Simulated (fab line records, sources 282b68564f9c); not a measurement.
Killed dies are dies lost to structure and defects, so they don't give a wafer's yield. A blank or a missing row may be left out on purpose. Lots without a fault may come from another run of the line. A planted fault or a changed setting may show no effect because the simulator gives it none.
Which tool did it? | flow rit_cmos | 14 lots, 42 wafers sampled, at 2 steps of a route of 202

WHAT THE GAUGES READ, wafer by wafer
RIT_GATE_THK_MEAS_07. Usual: GATE_OXIDE_THK 2.99 nm, standard deviation 0.064.
lot  | measured    | on            | GATE_OXIDE_THK (nm) | flag
L289 | day 2 14:26 | film_metro-04 | 2.99 2.96 2.99      |
L291 | day 3 00:48 | film_metro-04 | 3.08 3.04 3.15      |
L292 | day 3 06:08 | film_metro-02 | 3.08 2.96 3.00      |
L293 | day 3 15:23 | film_metro-02 | 3.00 2.90 2.98      |
L294 | day 3 16:22 | film_metro-02 | 3.06 3.06 2.94      |
L295 | day 3 21:08 | film_metro-02 | 3.08 3.09 3.06      |
L298 | day 4 12:39 | film_metro-04 | 3.03 2.88 2.99      |
L299 | day 4 17:34 | film_metro-02 | 3.00 3.03 3.09      |
L303 | day 5 14:37 | film_metro-02 | 3.01 3.00 2.93      |
L304 | day 5 17:56 | film_metro-01 | 3.06 3.00 3.04      |
L305 | day 6 02:18 | film_metro-02 | 2.88 3.03 2.95      |
L306 | day 6 05:08 | film_metro-01 | 3.24 3.31 3.41      | OFF
L307 | day 6 09:34 | film_metro-02 | 3.18 3.21 3.20      | OFF
L311 | day 7 07:29 | film_metro-02 | 3.03 3.01 2.94      |

WHICH TOOL RAN EACH LOT (tool, then ch and the chambers of the sampled wafers, then the start)
lot  | RIT_GATE_OXIDATION_05
L289 | furnace-01 ch 0, day 2 13:05
L291 | furnace-01 ch 0, day 2 23:29
L292 | furnace-01 ch 0, day 3 04:49
L293 | furnace-01 ch 0, day 3 14:03
L294 | furnace-04 ch 0, day 3 15:02
L295 | furnace-02 ch 0, day 3 19:02
L298 | furnace-04 ch 0, day 4 10:03
L299 | furnace-01 ch 0, day 4 16:13
L303 | furnace-01 ch 0, day 5 13:17
L304 | furnace-04 ch 0, day 5 16:35
L305 | furnace-02 ch 0, day 5 23:47
L306 | furnace-04 ch 0, day 6 03:48
L307 | furnace-04 ch 0, day 6 07:47
L311 | furnace-02 ch 0, day 7 06:10
- RIT_GATE_OXIDATION_05: target thk 3 nm, ox time 270 s.

WHAT THE TOOLS THEMSELVES READ (means of the sampled wafers that have a number; where no wafer has one, the mark that the record gives instead)
The record holds no such reading with a usual standard deviation.

THE ANSWER, worked out from the rows above alone
Rule: a lot is off if the mean of its wafers that have a number lies more than 3 standard deviations from the usual mean. A lot without any number at a reading at which 4 lots or more have one is off too. The other lots that the step has rows for count as sound. The gauges are gone through in route order, then the tools' own readings, and for those a lot's mean is taken as printed above. The first step at which some lot is off is used, and at that step the reading that is off furthest; a lot without a number counts as furthest.
Off: L306, L307, at RIT_GATE_THK_MEAS_07 (GATE_OXIDE_THK).
A tool fits if, at a process step before that reading, it ran every lot that is off, and no sound lot after the first of them. The gauges at RIT_GATE_THK_MEAS_07 are tried like those tools. One fits: furnace-04 at RIT_GATE_OXIDATION_05. Its last sound lot is L304 (day 5 16:35), its first lot that is off L306 (day 6 03:48): a fault that began between those two fits.

WHAT THE SIMULATOR HAD PUT IN
Process parameter drift: furnace-04, from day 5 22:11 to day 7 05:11, at RIT_GATE_OXIDATION_05. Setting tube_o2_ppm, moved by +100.
Lots struck among those shown: L306, L307. The rule above found the same.
